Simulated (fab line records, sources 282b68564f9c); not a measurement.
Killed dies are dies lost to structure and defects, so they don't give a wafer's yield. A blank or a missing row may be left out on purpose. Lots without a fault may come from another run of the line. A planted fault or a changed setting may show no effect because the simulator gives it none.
Which tool did it? | flow rit_cmos | 15 lots, 45 wafers sampled, at 2 steps of a route of 202

WHAT THE GAUGES READ, wafer by wafer
The record holds no reading of a measuring or inspecting step that can be judged against a usual standard deviation.

WHICH TOOL RAN EACH LOT (tool, then ch and the chambers of the sampled wafers, then the start)
lot  | RIT_REOX_CLEAN_00              | RIT_M1_PROBE_99
L119 | wet_bench-01 ch 2, day 2 22:50 | -
L120 | wet_bench-03 ch 2, day 3 04:37 | -
L121 | wet_bench-03 ch 0, day 3 04:57 | -
L122 | wet_bench-03 ch 3, day 3 16:58 | -
L123 | wet_bench-02 ch 0, day 3 17:05 | prober-01, day 4 14:40
L124 | wet_bench-01 ch 2, day 3 18:25 | -
L126 | wet_bench-03 ch 3, day 4 06:45 | -
L127 | wet_bench-03 ch 3, day 4 15:43 | -
L128 | wet_bench-01 ch 1, day 4 16:38 | prober-01, day 5 12:31
L130 | wet_bench-03 ch 3, day 5 03:38 | prober-01, day 5 23:24
L132 | wet_bench-03 ch 2, day 5 13:03 | prober-01, day 6 08:40
L134 | wet_bench-03 ch 1, day 5 23:01 | prober-01, day 6 18:51
L138 | wet_bench-01 ch 0, day 6 17:43 | -
L139 | wet_bench-02 ch 3, day 6 23:20 | -
L140 | wet_bench-01 ch 1, day 7 04:49 | -
- RIT_REOX_CLEAN_00: cleans in SC1, time 600 s.
- RIT_M1_PROBE_99

WHAT THE TOOLS THEMSELVES READ (means of the sampled wafers that have a number; where no wafer has one, the mark that the record gives instead)
RIT_REOX_CLEAN_00. Usual: bath_guard_temp_C 75.0 C, standard deviation 0.51; temp_c 74.98 C, standard deviation 0.12.
lot  | tool         | bath_guard_temp_C (C) | temp_c (C) | flag
L119 | wet_bench-01 | 75.8                  | 74.95      |
L120 | wet_bench-03 | 74.6                  | 74.94      |
L121 | wet_bench-03 | 74.4                  | 74.89      |
L122 | wet_bench-03 | 74.7                  | 74.94      |
L123 | wet_bench-02 | 75.0                  | 74.95      |
L124 | wet_bench-01 | 75.7                  | 74.98      |
L126 | wet_bench-03 | 74.8                  | 74.91      |
L127 | wet_bench-03 | 74.8                  | 74.99      |
L128 | wet_bench-01 | 75.2                  | 75.05      |
L130 | wet_bench-03 | 81.0                  | 81.36      | OFF
L132 | wet_bench-03 | 80.8                  | 81.46      | OFF
L134 | wet_bench-03 | 82.2                  | 81.50      | OFF
L138 | wet_bench-01 | 75.0                  | 75.19      |
L139 | wet_bench-02 | 75.3                  | 74.90      |
L140 | wet_bench-01 | 75.4                  | 75.00      |

RIT_M1_PROBE_99. Usual: killed_at_front_end 7, standard deviation 3.1; killed_dies 7, standard deviation 3.1; killed_open 3.5, standard deviation 2.2; killed_short 3.3, standard deviation 1.9.
lot  | tool      | killed_at_front_end | killed_dies | killed_open | killed_short | flag
L123 | prober-01 | 6                   | 6           | 2.7         | 3.7          |
L128 | prober-01 | 6                   | 6           | 5.0         | 1.0          |
L130 | prober-01 | 7                   | 7           | 3.0         | 4.0          |
L132 | prober-01 | 6                   | 6           | 1.7         | 4.7          |
L134 | prober-01 | 9                   | 9           | 4.0         | 4.7          |

THE ANSWER, worked out from the rows above alone
Rule: a lot is off if the mean of its wafers that have a number lies more than 3 standard deviations from the usual mean. A lot without any number at a reading at which 4 lots or more have one is off too. The other lots that the step has rows for count as sound. The gauges are gone through in route order, then the tools' own readings, and for those a lot's mean is taken as printed above. The first step at which some lot is off is used, and at that step the reading that is off furthest; a lot without a number counts as furthest.
Off: L130, L132, L134, at RIT_REOX_CLEAN_00 (temp_c).
A tool fits if, at that step or a process step before it, it ran every lot that is off, and no sound lot after the first of them. One fits: wet_bench-03 at RIT_REOX_CLEAN_00. Its last sound lot is L127 (day 4 15:43), its first lot that is off L130 (day 5 03:38): a fault that began between those two fits.
The tool's own readings at RIT_REOX_CLEAN_00 bear it out: on the lots that are off they differ by more than 5 times the standard deviation of the sound lots' means. bath_guard_temp_C reads 81.3 C there against 75.1 C on the sound lots; temp_c reads 81.44 C there against 74.97 C on the sound lots.

WHAT THE SIMULATOR HAD PUT IN
Process parameter drift: wet_bench-03, from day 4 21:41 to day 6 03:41, at RIT_REOX_CLEAN_00. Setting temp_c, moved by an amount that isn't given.
Lots struck among those shown: L130, L132, L134. The rule above found the same.
